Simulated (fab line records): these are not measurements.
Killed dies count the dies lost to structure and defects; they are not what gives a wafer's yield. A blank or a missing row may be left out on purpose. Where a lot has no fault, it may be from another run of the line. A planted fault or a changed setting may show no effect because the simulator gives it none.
Which of the tools did it? :: flow berkeley_cmos170 :: Sampling: 13 lots, 39 wafers, 2 of 331 route steps

## WHAT THE GAUGES SHOWED, per wafer
UCB170_M2_CD_MEAS_15: the cd target is 700 nm. Usual: 699.7 nm for cd_nm, sd 1.4.
lot: L695
measured: day 7 19:05
on: cd_sem-02
cd_nm (nm): 698.8 699.2 699.0
flag: 

lot: L694
measured: day 7 19:44
on: cd_sem-01
cd_nm (nm): 701.9 701.1 701.9
flag: 

lot: L696
measured: day 8 02:46
on: cd_sem-02
cd_nm (nm): 698.6 698.1 698.6
flag: 

lot: L697
measured: day 8 08:42
on: cd_sem-02
cd_nm (nm): 698.1 699.0 699.6
flag: 

lot: L698
measured: day 8 14:37
on: cd_sem-02
cd_nm (nm): 701.6 701.8 701.8
flag: 

lot: L702
measured: day 9 10:55
on: cd_sem-01
cd_nm (nm): 701.3 700.6 701.5
flag: 

lot: L704
measured: day 9 19:50
on: cd_sem-02
cd_nm (nm): 699.7 700.1 698.8
flag: 

lot: L709
measured: day 10 11:13
on: cd_sem-02
cd_nm (nm): 700.0 698.5 698.6
flag: 

lot: L710
measured: day 11 07:22
on: cd_sem-02
cd_nm (nm): 702.7 702.3 700.8
flag: 

lot: L711
measured: day 11 07:25
on: cd_sem-01
cd_nm (nm): 700.2 701.2 700.3
flag: 

lot: L713
measured: day 11 08:28
on: cd_sem-02
cd_nm (nm): 701.5 700.1 700.9
flag: 

lot: L714
measured: day 11 08:59
on: cd_sem-02
cd_nm (nm): 697.8 699.8 697.7
flag: 

lot: L715
measured: day 12 00:11
on: cd_sem-02
cd_nm (nm): 698.7 697.4 698.2
flag: 

UCB170_M2_OVL_MEAS_16. Usual: for M2_OVL the level is -1 nm and the standard deviation is 6.1.
lot: L695
measured: day 7 19:12
on: overlay-02
M2_OVL (nm): -11 1 -1
flag: 

lot: L694
measured: day 7 19:50
on: overlay-01
M2_OVL (nm): -7 -8 -1
flag: 

lot: L696
measured: day 8 02:52
on: overlay-01
M2_OVL (nm): 0 0 -3
flag: 

lot: L697
measured: day 8 08:49
on: overlay-02
M2_OVL (nm): 4 5 -4
flag: 

lot: L698
measured: day 8 14:44
on: overlay-01
M2_OVL (nm): -3 -7 -3
flag: 

lot: L702
measured: day 9 11:02
on: overlay-01
M2_OVL (nm): 9 0 1
flag: 

lot: L704
measured: day 9 19:57
on: overlay-01
M2_OVL (nm): -7 -9 -2
flag: 

lot: L709
measured: day 10 11:20
on: overlay-02
M2_OVL (nm): 0 -2 0
flag: 

lot: L710
measured: day 11 07:29
on: overlay-01
M2_OVL (nm): -14 -11 -15
flag: 

lot: L711
measured: day 11 07:32
on: overlay-01
M2_OVL (nm): 3 -5 -3
flag: 

lot: L713
measured: day 11 08:34
on: overlay-01
M2_OVL (nm): 2 11 11
flag: 

lot: L714
measured: day 11 09:05
on: overlay-02
M2_OVL (nm): 4 1 3
flag: 

lot: L715
measured: day 12 00:16
on: overlay-02
M2_OVL (nm): -4 -4 -5
flag: 

## WHAT TOOL EACH LOT RAN ON (gives the tool, then ch and the chambers of the sampled wafers, and finally the start)
Record: no process step prior to these readings.

## WHAT THE TOOLS THEMSELVES READ (means of the sampled wafers that have a number; where no wafer has one, the mark that the record gives instead)
The record holds no such reading with a usual standard deviation.

## THE ANSWER, worked out from the rows above alone
Rule: lot off if the mean of its wafers having a number is beyond 3 standard deviations from the usual mean. Also off: a lot with no number at a reading for which 4 or more lots have one. The other lots that the step has rows for count as sound. The gauges are gone through in route order, then the tools' own readings, and for those a lot's mean is taken as printed above. At the first step where some lot is off, the reading lying furthest off is the one used; lots without a number count as furthest.
Across all readings shown, no lot is off: no conclusion can be drawn from this.

## WHAT THE SIMULATOR PUT IN
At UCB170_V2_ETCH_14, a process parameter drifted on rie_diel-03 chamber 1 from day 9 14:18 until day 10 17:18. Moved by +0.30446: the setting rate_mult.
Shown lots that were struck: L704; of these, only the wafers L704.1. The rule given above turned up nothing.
